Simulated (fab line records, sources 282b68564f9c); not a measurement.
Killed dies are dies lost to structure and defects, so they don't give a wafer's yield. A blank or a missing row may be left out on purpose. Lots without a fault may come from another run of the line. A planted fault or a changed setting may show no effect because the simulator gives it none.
fab line records | flow rit_cmos
record lots=15 wafers=45 last_day=7
route steps=202 shown ACTIVE@15 FOX1@21 PRETRO@72 M1@202
lots that met no fault: from a run of the same line without faults
start_h: hours from the record's first day to the start of the lot's first wafer shown | wait_h: hours since the lot's step before | " the same as in the row above | L1.1+2: a row that stands for several wafers | - no value, or no start given | * or withheld: withheld | < > ~ a bound
route shown NAME@n: a module of which the file shows steps, and the number in the route of the first | usual: mean/standard deviation of fault-free wafers | same: alike in all rows | chamber/n: place in a boat | sites: the reading at each site | _std_site: their standard deviation | _edge_site: outer sites' mean less inner sites' | radius_mm: how far each site lies from the wafer's centre | mask NAME#n: copy n | behind: the tool/chamber that last shaped the wafer | hold: why the lot was held/for how many hours/how that ended | device: the transistor (n, p or np) that didn't switch | end of line: the same wafers' tests at the end of the route | a step without rows: its recipe alone | killed: dies lost to structure and defects at the first sort, not the wafer's yield | map: a wafer's dies, x killed, . not, _ none there
set.NAME: the setting as run; set.NAME@STEP: as run at that earlier step | model.NAME: the simulator's own value behind a step, which no gauge read
steps of the route over a sample of lots; a table a step, a row a wafer
services: from which hour (start_h, from the record's first day; less than 0 if before it) a tool's chamber was out of use, for how many hours, and why
## steps
# step RIT_ACTIVE_STRIP_14
# recipe chemistry=O2 time_s=180 resist=NOVOLAK platen_temp_c=withheld power_w=500 pressure_mtorr=4000 o2_flow_sccm=4000
# usual drypump_motor_current_A=5.8/0.41 o2_flow_sccm=4000/11
# columns lot.wafer tool chamber start_h wait_h drypump_motor_current_A o2_flow_sccm rf_hours_counter_h
L607.1 plasma_asher-03 1 16.10 0.1 6.3 4000 24
L607.4 " 1 " " 6.3 4006 -
L607.6 " 1 " " 6.3 4003 -
L608.1 plasma_asher-01 1 20.92 0.1 5.1 3984 36
L608.2 " 0 " " 5.7 3998 36
L608.4 " 1 " " 5.1 4002 -
L609.1 plasma_asher-01 1 25.66 0.1 5.1 3994 36
L609.2 " 0 " " 5.7 4019 36
L609.5 " 0 " " 5.7 4002 -
L615.2 plasma_asher-02 0 55.02 0.1 6.1 3995 41
L615.4 " 0 " " 6.1 4008 -
L615.6 " 0 " " 6.1 3995 -
L616.1 plasma_asher-02 1 60.86 0.1 6.1 4002 42
L616.3 " 0 " " 6.1 3999 -
L616.5 " 0 " " 6.1 3986 -
L617.2 plasma_asher-01 0 65.78 0.1 5.7 3995 42
L617.3 " 0 " " 5.7 4004 -
L617.4 " 1 " " 5.0 3987 -
L618.1 plasma_asher-01 1 69.84 0.1 5.1 3999 42
L618.4 " 1 " " 5.1 3993 -
L618.6 " 1 " " 5.1 3981 -
L619.4 plasma_asher-03 0 75.86 0.1 5.9 4012 -
L619.5 " 0 " " 5.8 3993 -
L619.6 " 1 " " 6.3 4014 -
L620.1 plasma_asher-03 0 81.75 0.1 5.9 4000 27
L620.2 " 1 " " 6.3 3970 27
L620.4 " 1 " " 6.3 3985 -
L621.1 plasma_asher-03 1 84.91 0.1 6.3 3996 28
L621.4 " 0 " " 5.9 4003 -
L621.6 " 0 " " 5.9 3985 -
L623.1 plasma_asher-01 0 94.84 0.1 5.7 3992 45
L623.2 " 1 " " 5.1 3983 45
L623.5 " 1 " " 5.1 4002 -
L625.1 plasma_asher-03 1 105.00 0.1 6.3 3998 30
L625.4 " 1 " " 6.3 3995 -
L625.5 " 0 " " 5.8 4004 -
L626.3 plasma_asher-01 0 112.14 0.1 5.7 3991 -
L626.4 " 1 " " 5.1 3981 -
L626.5 " 0 " " 5.7 4009 -
L628.1 plasma_asher-03 1 119.84 0.1 6.3 3990 32
L628.2 " 0 " " 5.8 3986 32
L628.5 " 1 " " 6.3 4005 -
L630.2 plasma_asher-03 0 129.98 0.1 5.9 3997 33
L630.4 " 0 " " 5.9 3988 -
L630.6 " 0 " " 5.9 3985 -
# step RIT_FOX1_THK_MEAS_01
# recipe reads=SiO2_of_FOX1_OXIDATION_00
# usual FOX1_OXIDE_THK=354/6.6
# columns lot.wafer tool chamber start_h wait_h FOX1_OXIDE_THK[nm]
L607.1 film_metro-01 - 19.07 0.0 355
L607.4 " - " " 355
L607.6 " - " " 356
L608.1 film_metro-01 - 23.93 0.0 361
L608.2 " - " " 361
L608.4 " - " " 366
L609.1 film_metro-03 - 29.69 0.0 353
L609.2 " - " " 346
L609.5 " - " " 340
L615.2 film_metro-03 - 58.81 0.0 349
L615.4 " - " " 353
L615.6 " - " " 358
L616.1 film_metro-01 - 64.91 0.0 347
L616.3 " - " " 347
L616.5 " - " " 349
L617.2 film_metro-01 - 67.79 0.0 355
L617.3 " - " " 363
L617.4 " - " " 355
L618.1 film_metro-01 - 72.91 0.0 347
L618.4 " - " " 338
L618.6 " - " " 345
L619.4 film_metro-02 - 78.67 0.0 353
L619.5 " - " " 353
L619.6 " - " " 354
L620.1 film_metro-02 - 83.75 0.0 357
L620.2 " - " " 357
L620.4 " - " " 357
L621.1 film_metro-03 - 86.92 0.0 352
L621.4 " - " " 350
L621.6 " - " " 347
L623.1 film_metro-01 - 98.72 0.0 355
L623.2 " - " " 349
L623.5 " - " " 353
L625.1 film_metro-02 - 108.24 0.0 360
L625.4 " - " " 361
L625.5 " - " " 361
L626.3 film_metro-01 - 114.10 0.0 358
L626.4 " - " " 362
L626.5 " - " " 366
L628.1 film_metro-01 - 123.73 0.0 359
L628.2 " - " " 360
L628.5 " - " " 357
L630.2 film_metro-01 - 131.98 0.0 355
L630.4 " - " " 353
L630.6 " - " " 356
# step RIT_PRETRO_IMPLANT_08
# recipe species=B energy_kev=45 dose_cm2=1.2e+13 tilt_deg=7
# usual beam_on_s=10.00/0.19 dose_ions_cm2=1.2002e+13/1.4e+10 faraday_current_uA=38.1/0.72
# columns lot.wafer tool chamber start_h wait_h beam_on_s dose_ions_cm2 faraday_current_uA
L607.1 implanter-04 0 33.58 0.2 10.03 1.201e+13 38.1
L607.4 " 0 " " 9.82 1.201e+13 38.6
L607.6 " 0 " " 9.88 1.2013e+13 38.6
L608.1 implanter-04 0 38.67 0.2 9.99 1.1996e+13 38.1
L608.2 " 0 " " 10.02 1.2005e+13 38.2
L608.4 " 0 " " 10.06 1.2005e+13 37.8
L609.1 implanter-02 0 45.87 0.2 10.03 1.1986e+13 37.9
L609.2 " 0 " " 9.93 1.1972e+13 38.4
L609.5 " 0 " " 10.07 1.2005e+13 37.6
L615.2 implanter-02 0 74.28 0.2 9.71 1.2005e+13 39.3
L615.4 " 0 " " 9.66 1.1991e+13 39.4
L615.6 " 0 " " 9.91 1.199e+13 38.5
L616.1 implanter-04 0 80.62 0.2 10.24 1.1997e+13 37.2
L616.3 " 0 " " 10.01 1.203e+13 38.0
L616.5 " 0 " " 9.96 1.1993e+13 38.2
L617.2 implanter-02 0 82.72 0.2 9.89 1.1981e+13 38.3
L617.3 " 0 " " 9.98 1.1986e+13 38.3
L617.4 " 0 " " 10.09 1.199e+13 37.7
L618.1 implanter-02 0 87.13 0.2 10.31 9.972e+12 30.5
L618.4 " 0 " " 10.11 9.972e+12 31.2
L618.6 " 0 " " 10.09 9.966e+12 31.3
L619.4 implanter-02 0 93.06 0.2 10.10 9.982e+12 31.3
L619.5 " 0 " " 10.16 9.967e+12 31.1
L619.6 " 0 " " 10.03 9.973e+12 31.5
L620.1 implanter-02 0 97.56 0.2 10.08 9.972e+12 31.2
L620.2 " 0 " " 9.96 9.965e+12 31.7
L620.4 " 0 " " 10.09 9.976e+12 31.3
L621.1 implanter-04 0 101.12 0.2 9.76 1.1995e+13 38.8
L621.4 " 0 " " 9.88 1.2026e+13 38.5
L621.6 " 0 " " 10.06 1.2014e+13 37.8
L623.1 implanter-04 0 112.74 0.2 9.98 1.2011e+13 38.3
L623.2 " 0 " " 9.83 1.1994e+13 38.6
L623.5 " 0 " " 9.99 1.1996e+13 38.0
L625.1 implanter-01 0 123.52 0.2 9.99 1.2001e+13 38.2
L625.4 " 0 " " 9.82 1.198e+13 38.7
L625.5 " 0 " " 9.91 1.2017e+13 38.4
L626.3 implanter-04 0 128.27 0.2 9.92 1.2015e+13 38.3
L626.4 " 0 " " 10.02 1.2025e+13 37.8
L626.5 " 0 " " 9.93 1.201e+13 38.2
L628.1 implanter-04 0 137.69 0.2 9.80 1.1994e+13 38.7
L628.2 " 0 " " 9.70 1.201e+13 39.2
L628.5 " 0 " " 9.83 1.2008e+13 38.7
L630.2 implanter-04 0 147.43 0.2 9.98 1.1996e+13 38.2
L630.4 " 0 " " 9.75 1.1992e+13 38.9
L630.6 " 0 " " 10.26 1.1968e+13 37.0
# step RIT_PRETRO_TW_MEAS_10
# usual PRETRO_TW=477/6.5
# columns lot.wafer tool chamber start_h wait_h PRETRO_TW
L607.1 film_metro-03 - 33.91 0.1 470
L607.4 " - " " 470
L607.6 " - " " 472
L608.1 film_metro-02 - 38.99 0.1 482
L608.2 " - " " 485
L608.4 " - " " 480
L609.1 film_metro-03 - 46.20 0.1 471
L609.2 " - " " 470
L609.5 " - " " 471
L615.2 film_metro-02 - 74.59 0.1 481
L615.4 " - " " 482
L615.6 " - " " 481
L616.1 film_metro-02 - 80.94 0.1 483
L616.3 " - " " 481
L616.5 " - " " 484
L617.2 film_metro-01 - 83.03 0.1 479
L617.3 " - " " 478
L617.4 " - " " 475
L618.1 film_metro-02 - 87.46 0.1 453
L618.4 " - " " 455
L618.6 " - " " 455
L619.4 film_metro-02 - 93.34 0.1 455
L619.5 " - " " 455
L619.6 " - " " 457
L620.1 film_metro-01 - 97.88 0.1 449
L620.2 " - " " 448
L620.4 " - " " 448
L621.1 film_metro-03 - 101.45 0.1 466
L621.4 " - " " 464
L621.6 " - " " 463
L623.1 film_metro-01 - 113.06 0.1 475
L623.2 " - " " 475
L623.5 " - " " 476
L625.1 film_metro-03 - 123.84 0.1 466
L625.4 " - " " 464
L625.5 " - " " 463
L626.3 film_metro-03 - 128.56 0.1 467
L626.4 " - " " 466
L626.5 " - " " 465
L628.1 film_metro-02 - 138.02 0.1 483
L628.2 " - " " 483
L628.5 " - " " 483
L630.2 film_metro-02 - 147.74 0.1 481
L630.4 " - " " 482
L630.6 " - " " 482
# step RIT_M1_PROBE_99
# usual killed_at_contacts=0.1/0.27 killed_at_front_end=6.7/2.9 killed_dies=6.7/2.9 killed_on_rim=1.8/1.4 killed_open=3.4/1.8 killed_short=3.3/2.2
# same gross_dies=264 killed_at_M0_to_M3=0 killed_at_M4_up=0 killed_at_back_side=0 killed_at_other=0
# columns lot.wafer tool chamber start_h wait_h killed_at_contacts killed_at_front_end killed_dies killed_on_rim killed_open killed_short
L615.2 prober-02 - 105.51 0.1 0 8 8 3 2 6
L615.4 prober-02 - 105.61 0.2 0 9 9 3 3 6
L615.6 prober-02 - 105.71 0.2 1 8 9 4 6 3
L616.1 prober-02 - 106.96 0.1 0 7 7 1 3 4
L616.3 prober-02 - 107.06 0.2 0 4 4 2 4 0
L616.5 prober-02 - 107.16 0.2 0 6 6 1 3 3
L617.2 prober-01 - 110.64 0.1 0 10 10 3 4 6
L617.3 prober-01 - 110.69 0.2 0 5 5 1 4 1
L617.4 prober-01 - 110.74 0.2 0 7 7 1 2 5
L618.1 prober-02 - 115.52 0.1 1 3 4 2 1 2
L618.4 prober-02 - 115.67 0.2 0 6 6 3 1 5
L618.6 prober-02 - 115.77 0.2 0 7 7 1 4 3
L619.4 prober-01 - 123.70 0.2 0 4 4 1 4 0
L619.5 prober-01 - 123.75 0.2 0 10 10 4 6 4
L619.6 prober-01 - 123.80 0.2 0 4 4 0 3 1
L620.1 prober-02 - 125.05 0.1 0 6 6 1 5 1
L620.2 prober-02 - 125.10 0.1 1 6 7 1 1 6
L620.4 prober-02 - 125.20 0.2 0 9 9 3 6 3
L621.1 prober-01 - 127.62 0.1 0 7 7 2 6 1
L621.4 prober-01 - 127.77 0.2 0 5 5 1 2 3
L621.6 prober-01 - 127.87 0.2 0 5 5 0 3 2
# killed by level:class
L615.2 FOX1:geometric_particle:short=4 FOX1:geometric_particle:open=2 GATE:geometric_particle:short=2
L615.4 GATE:geometric_particle:open=3 GATE:geometric_particle:short=3 FOX1:geometric_particle:short=2 SILICIDE:geometric_particle:short=1
L615.6 FOX1:geometric_particle:open=3 FOX1:geometric_particle:short=1 GATE:geometric_particle:open=1 GATE:geometric_particle:short=1 SPACER:geometric_particle:short=1 SPACER:geometric_particle:open=1 CONTACT:geometric_particle:open=1
L616.1 FOX1:geometric_particle:open=2 FOX1:geometric_particle:short=1 GATE:geometric_particle:short=1 REOX:geometric_particle:open=1 REOX:geometric_particle:short=1 SILICIDE:geometric_particle:short=1
L616.3 GATE:geometric_particle:open=2 FOX1:geometric_particle:open=1 REOX:geometric_particle:open=1
L616.5 SPACER:geometric_particle:short=2 GATE:geometric_particle:short=1 FOX1:geometric_particle:open=1 FOX2:geometric_particle:open=1 SPACER:geometric_particle:open=1
L617.2 GATE:geometric_particle:short=3 FOX1:geometric_particle:short=2 FOX2:geometric_particle:open=1 GATE:geometric_particle:open=1 REOX:geometric_particle:short=1 SPACER:geometric_particle:open=1 SILICIDE:geometric_particle:open=1
L617.3 GATE:geometric_particle:open=2 GATE:geometric_particle:short=1 SPACER:geometric_particle:open=1 SILICIDE:geometric_particle:open=1
L617.4 GATE:geometric_particle:short=2 REOX:geometric_particle:short=2 GATE:geometric_particle:open=1 REOX:geometric_particle:open=1 SILICIDE:geometric_particle:short=1
L618.1 GATE:geometric_particle:short=1 SILICIDE:geometric_particle:short=1 CONTACT:geometric_particle:open=1 PLDD:coat_microbubble_printed=1
L618.4 FOX2:geometric_particle:short=1 GATE:geometric_particle:short=1 REOX:geometric_particle:short=1 SPACER:geometric_particle:short=1 SPACER:geometric_particle:open=1 SILICIDE:geometric_particle:short=1
L618.6 SILICIDE:geometric_particle:open=3 FOX2:geometric_particle:short=1 REOX:geometric_particle:short=1 REOX:geometric_particle:open=1 SILICIDE:geometric_particle:short=1
L619.4 REOX:geometric_particle:open=2 FOX1:geometric_particle:open=1 GATE:geometric_particle:open=1
L619.5 GATE:geometric_particle:short=4 GATE:geometric_particle:open=4 REOX:geometric_particle:open=2
L619.6 GATE:geometric_particle:open=1 REOX:geometric_particle:short=1 SPACER:geometric_particle:open=1 SILICIDE:geometric_particle:open=1
L620.1 FOX2:geometric_particle:open=2 GATE:geometric_particle:open=2 FOX1:geometric_particle:short=1 REOX:geometric_particle:open=1
L620.2 FOX2:geometric_particle:short=2 GATE:geometric_particle:short=2 FOX1:geometric_particle:open=1 SILICIDE:geometric_particle:short=1 CONTACT:geometric_particle:short=1
L620.4 GATE:geometric_particle:open=3 SILICIDE:geometric_particle:open=2 FOX1:geometric_particle:open=1 FOX1:geometric_particle:short=1 FOX2:geometric_particle:short=1 GATE:geometric_particle:short=1
L621.1 GATE:geometric_particle:open=4 FOX1:geometric_particle:short=1 SPACER:geometric_particle:open=1 SILICIDE:geometric_particle:open=1
L621.4 SILICIDE:geometric_particle:short=2 SPACER:geometric_particle:open=1 SPACER:geometric_particle:short=1 SILICIDE:geometric_particle:open=1
L621.6 GATE:geometric_particle:open=2 FOX1:geometric_particle:short=1 SPACER:geometric_particle:short=1 SILICIDE:geometric_particle:open=1
## services
# columns tool chamber start_h hours kind
implanter-04 - -4.93 1.3 repair
plasma_asher-03 - -3.79 3.6 pm
plasma_asher-01 - -1.72 14.6 pm
implanter-01 - 8.14 102.7 pm
plasma_asher-03 - 31.99 31.5 repair
implanter-04 - 45.12 4.3 repair
plasma_asher-03 - 63.47 2.8 pm
implanter-02 - 75.30 3.0 pm
implanter-04 - 107.72 3.5 repair
plasma_asher-03 - 139.37 6.4 repair
plasma_asher-01 - 145.12 2.8 pm
implanter-02 - 147.27 1.1 repair
## key
first_sign step=RIT_PRETRO_IMPLANT_08 reading=dose_ions_cm2 direction=down sigmas=99+ usual=1.2002e+13 struck=9.972e+12
effect step=RIT_PRETRO_IMPLANT_08 reading=faraday_current_uA direction=down sigmas=9.5 usual=38.1 struck=31.2
effect step=RIT_PRETRO_TW_MEAS_10 reading=PRETRO_TW direction=down sigmas=3.8 usual=477 struck=453
met_at RIT_PRETRO_IMPLANT_08
struck_lots L618,L619,L620
tester_left_out L618,L619,L620
not_acting_at RIT_ACTIVE_STRIP_14,RIT_FOX1_THK_MEAS_01
onset_between 82.72 87.13
fault kind=process_parameter_drift tool=implanter-02 chamber=- onset_h=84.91 steps=RIT_PRETRO_IMPLANT_08 channel=dose_cm2 offset=-2.04e+12 shape=step end_h=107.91 acts_in=these_recipes_only stated=1.2e+13
# tester_left_out: of these lots the tester's yield and bins aren't shown, on N5 and GAA mostly nor the transistor test; their killed dies are dies lost to structure and defects alone, not to doping, threshold or leakage, so they don't give the yield
